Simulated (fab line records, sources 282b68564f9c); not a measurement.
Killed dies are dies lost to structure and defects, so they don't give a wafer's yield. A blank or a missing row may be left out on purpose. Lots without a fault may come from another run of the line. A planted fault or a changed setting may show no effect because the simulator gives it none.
Split-lot experiment | flow rit_cmos | 5 lots, 23 wafers read, on a route of 202 steps

THE SPLIT
At RIT_GATE_CVD_08 (deposits poly-Si from SiH4, target thk 250 nm, time 2220 s), the setting pressure_mtorr was moved away from the recipe's 300 mTorr on 15 of the 23 wafers read, by -10.3% to +8.9%. The other wafers ran this setting at the recipe's value.

FROM THE SPLIT TO THE READING: what the file shows between them, 9 steps
- RIT_GATE_ETCH_19: etches poly-Si in SF6/CHF3/O2, stops on SiO2, time 165 s, target depth 312.5 nm (also split here: over_etch_frac)
- RIT_GATE_STRIP_20: strips in O2, time 180 s
- RIT_REOX_CLEAN_00: cleans in SC1, time 600 s
- RIT_NLDD_SOFTBAKE_02: time 60 s (also split here: temp_c)
- RIT_NLDD_EXPOSE_03: exposes mask M7, target cd 40700 nm
- RIT_NLDD_PEB_04
- RIT_NLDD_DEVELOP_05: develop time 50 s
- RIT_SPACER_CVD_03: deposits Si3N4 from SiH2Cl2/NH3, target thk 250 nm, time 3300 s (also split here: sih2cl2_flow_sccm)
- RIT_SPACER_ETCHBACK_05: etches Si3N4 in SF6/CHF3, stops on SiO2, target depth 250 nm, time 240 s

THE READING
etest.nmos_0p15.drive_ua_um (the simulator's own value, which no gauge read), at RIT_M1_PROBE_99. The file gives no usual value for it. The 8 wafers here that ran the recipe average 476.4, standard deviation 14.

wafer  | tool, chamber at the split | pressure_mtorr as run, mTorr | against the recipe | etest.nmos_0p15.drive_ua_um | against lot-mates on the recipe
L074.1 | -, -                       | 326.6                        | +8.9%              | 521.1                       | no lot-mate on the recipe
L074.3 | -, -                       | 326.6                        | +8.9%              | 533.3                       | no lot-mate on the recipe
L074.4 | -, -                       | 326.6                        | +8.9%              | 547.3                       | no lot-mate on the recipe
L074.5 | -, -                       | 326.6                        | +8.9%              | 537.4                       | no lot-mate on the recipe
L074.6 | -, -                       | 326.6                        | +8.9%              | 540.4                       | no lot-mate on the recipe
L076.2 | lpcvd-01, 0                | 300                          | recipe             | 470.4                       | -
L076.5 | lpcvd-01, 0                | 300                          | recipe             | 458                         | -
L076.6 | lpcvd-01, 0                | 300                          | recipe             | 456.3                       | -
L078.1 | -, -                       | 269                          | -10.3%             | 367.6                       | no lot-mate on the recipe
L078.3 | -, -                       | 269                          | -10.3%             | 367.1                       | no lot-mate on the recipe
L078.4 | -, -                       | 269                          | -10.3%             | 367.2                       | no lot-mate on the recipe
L078.5 | -, -                       | 269                          | -10.3%             | 365.7                       | no lot-mate on the recipe
L078.6 | -, -                       | 269                          | -10.3%             | 369                         | no lot-mate on the recipe
L079.1 | -, -                       | 300                          | recipe             | 471.5                       | -
L079.2 | -, -                       | 300                          | recipe             | 489.8                       | -
L079.3 | -, -                       | 300                          | recipe             | 494.9                       | -
L079.5 | -, -                       | 300                          | recipe             | 485.4                       | -
L079.6 | -, -                       | 300                          | recipe             | 484.5                       | -
L083.1 | -, -                       | 277.4                        | -7.5%              | 389.9                       | no lot-mate on the recipe
L083.2 | -, -                       | 277.4                        | -7.5%              | 389.1                       | no lot-mate on the recipe
L083.3 | -, -                       | 277.4                        | -7.5%              | 399.2                       | no lot-mate on the recipe
L083.5 | -, -                       | 277.4                        | -7.5%              | 389.2                       | no lot-mate on the recipe
L083.6 | -, -                       | 277.4                        | -7.5%              | 388.8                       | no lot-mate on the recipe

THE FIT
A straight line over all 23 wafers: etest.nmos_0p15.drive_ua_um changes by +9.05 for each +1% of pressure_mtorr; r = +0.98; the points scatter about the line by 13.
Too few moved wafers have a lot-mate on the recipe to fit a line with each lot's own level taken away.

THE WHOLE CHAIN: every reading that the file lists as answering this split, in the file's order
step                   | what it does                                                             | reading                                                                        | change (the file's fit)              | r (the file's)
RIT_REOX_CLEAN_00      | cleans in SC1, time 600 s                                                | poly-Si_of_GATE_CVD_08.thk_nm (the simulator's own value, which no gauge read) | +1.29 nm for each +1% of the setting | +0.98
RIT_SPACER_ETCHBACK_05 | etches Si3N4 in SF6/CHF3, stops on SiO2, target depth 250 nm, time 240 s | poly-Si_of_GATE_CVD_08.thk_nm (the simulator's own value, which no gauge read) | +1.37 nm for each +1% of the setting | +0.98
RIT_M1_PROBE_99        |                                                                          | etest.nmos_0p3.r_on_ohm_um (the simulator's own value, which no gauge read)    | -34.4 for each +1% of the setting    | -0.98
RIT_M1_PROBE_99        |                                                                          | etest.nmos_0p15.r_on_ohm_um (the simulator's own value, which no gauge read)   | -12.6 for each +1% of the setting    | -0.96
RIT_M1_PROBE_99        |                                                                          | etest.nmos_0p15.drive_ua_um (the simulator's own value, which no gauge read)   | +9.05 for each +1% of the setting    | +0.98

THE FILE'S OWN FIT
etest.nmos_0p15.drive_ua_um changes by +9.05 for each +1% of pressure_mtorr, r = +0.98.
